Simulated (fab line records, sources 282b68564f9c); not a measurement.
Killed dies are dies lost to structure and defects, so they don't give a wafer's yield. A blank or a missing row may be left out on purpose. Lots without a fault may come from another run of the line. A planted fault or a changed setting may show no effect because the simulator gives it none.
fab line records | flow rit_cmos
record lots=14 wafers=42 last_day=7
route steps=202 shown SILICIDE@167 M1@202
lots that met no fault: from a run of the same line without faults
start_h: hours from the record's first day to the start of the lot's first wafer shown | wait_h: hours since the lot's step before | " the same as in the row above | L1.1+2: a row that stands for several wafers | - no value, or no start given | * or withheld: withheld | < > ~ a bound
route shown NAME@n: a module of which the file shows steps, and the number in the route of the first | usual: mean/standard deviation of fault-free wafers | same: alike in all rows | chamber/n: place in a boat | sites: the reading at each site | _std_site: their standard deviation | _edge_site: outer sites' mean less inner sites' | radius_mm: how far each site lies from the wafer's centre | mask NAME#n: copy n | behind: the tool/chamber that last shaped the wafer | hold: why the lot was held/for how many hours/how that ended | device: the transistor (n, p or np) that didn't switch | end of line: the same wafers' tests at the end of the route | a step without rows: its recipe alone | killed: dies lost to structure and defects at the first sort, not the wafer's yield | map: a wafer's dies, x killed, . not, _ none there
set.NAME: the setting as run; set.NAME@STEP: as run at that earlier step | model.NAME: the simulator's own value behind a step, which no gauge read
steps of the route over a sample of lots; a table a step, a row a wafer
services: from which hour (start_h, from the record's first day; less than 0 if before it) a tool's chamber was out of use, for how many hours, and why
## steps
# step RIT_SILICIDE_RTA_06
# recipe temp_c=750 time_s=10 idle_temp_c=25 ramp_up_s=5 ramp_down_s=10 cool_to_c=25 ambient=N2
# usual wafer_temp_C_max=753.3/0.81
# columns lot.wafer tool chamber start_h wait_h wafer_temp_C_max
L620.2 rtp_anneal-02 0 50.42 0.0 752.5
L620.4 " 0 " " 753.1
L620.5 " 0 " " 751.8
L621.1 rtp_anneal-01 0 56.04 0.0 753.6
L621.2 " 0 " " 752.3
L621.4 " 0 " " 753.4
L622.1 rtp_anneal-02 0 62.08 0.0 752.9
L622.2 " 0 " " 753.2
L622.4 " 0 " " 752.3
L623.1 rtp_anneal-01 0 66.86 0.0 753.6
L623.3 " 0 " " 752.7
L623.5 " 0 " " 753.5
L624.1 rtp_anneal-02 0 73.37 0.0 753.9
L624.3 " 0 " " 753.9
L624.6 " 0 " " 754.2
L625.3 rtp_anneal-01 0 76.24 0.0 754.1
L625.4 " 0 " " 753.4
L625.6 " 0 " " 754.5
L626.1 rtp_anneal-02 0 80.48 0.0 752.5
L626.2 " 0 " " 752.1
L626.4 " 0 " " 753.1
L627.2 rtp_anneal-01 0 88.27 0.0 753.4
L627.3 " 0 " " 754.2
L627.6 " 0 " " 753.5
L630.1 rtp_anneal-02 0 101.16 0.0 752.6
L630.3 " 0 " " 752.8
L630.4 " 0 " " 752.2
L633.3 rtp_anneal-01 0 115.39 0.0 644.9
L633.4 " 0 " " 643.2
L633.5 " 0 " " 643.9
L635.3 rtp_anneal-01 0 128.55 0.0 643.7
L635.4 " 0 " " 643.0
L635.5 " 0 " " 642.9
L639.1 rtp_anneal-02 0 146.95 0.0 752.4
L639.3 " 0 " " 752.9
L639.6 " 0 " " 752.8
L641.1 rtp_anneal-02 0 159.32 0.0 752.8
L641.4 " 0 " " 753.2
L641.6 " 0 " " 752.2
L643.2 rtp_anneal-02 0 172.29 0.0 753.6
L643.5 " 0 " " 752.7
L643.6 " 0 " " 753.5
# step RIT_M1_PROBE_99
# usual killed_at_M0_to_M3=0.0/0.19 killed_at_contacts=0.1/0.27 killed_at_front_end=6.4/2.9 killed_dies=6.5/3 killed_open=3.3/1.9 killed_short=3.2/1.7
# same gross_dies=264 killed_at_M4_up=0 killed_at_back_side=0 killed_at_other=0
# columns lot.wafer tool chamber start_h wait_h killed_at_M0_to_M3 killed_at_contacts killed_at_front_end killed_dies killed_open killed_short
L643.2 prober-01 - 178.68 0.1 0 0 12 12 7 5
L643.5 prober-01 - 178.83 0.2 0 0 4 4 1 3
L643.6 prober-01 - 178.88 0.2 0 0 6 6 3 3
# killed by level:class
L643.2 FOX1:geometric_particle:open=2 GATE:geometric_particle:short=2 SILICIDE:geometric_particle:short=2 FOX2:geometric_particle:open=1 FOX2:geometric_particle:short=1 GATE:geometric_particle:open=1 REOX:geometric_particle:open=1 SPACER:geometric_particle:open=1
L643.5 FOX1:geometric_particle:short=1 FOX1:geometric_particle:open=1 GATE:geometric_particle:short=1 SILICIDE:geometric_particle:short=1
L643.6 GATE:geometric_particle:open=3 GATE:geometric_particle:short=1 REOX:geometric_particle:short=1 SPACER:geometric_particle:short=1
## services
# columns tool chamber start_h hours kind
rtp_anneal-02 - 143.50 1.0 pm
## key
first_sign step=RIT_SILICIDE_RTA_06 reading=wafer_temp_C_max direction=down sigmas=99+ usual=* struck=*
effect none on later readings
met_at RIT_SILICIDE_RTA_06
struck_lots L633,L635
tester_left_out L633,L635
onset_between 88.27 115.39
fault kind=process_parameter_drift tool=rtp_anneal-01 chamber=- onset_h=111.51 steps=RIT_SILICIDE_RTA_06 channel=temp_c offset=* shape=step end_h=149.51 acts_in=* stated=*
# tester_left_out: of these lots the tester's yield and bins aren't shown, on N5 and GAA mostly nor the transistor test; their killed dies are dies lost to structure and defects alone, not to doping, threshold or leakage, so they don't give the yield
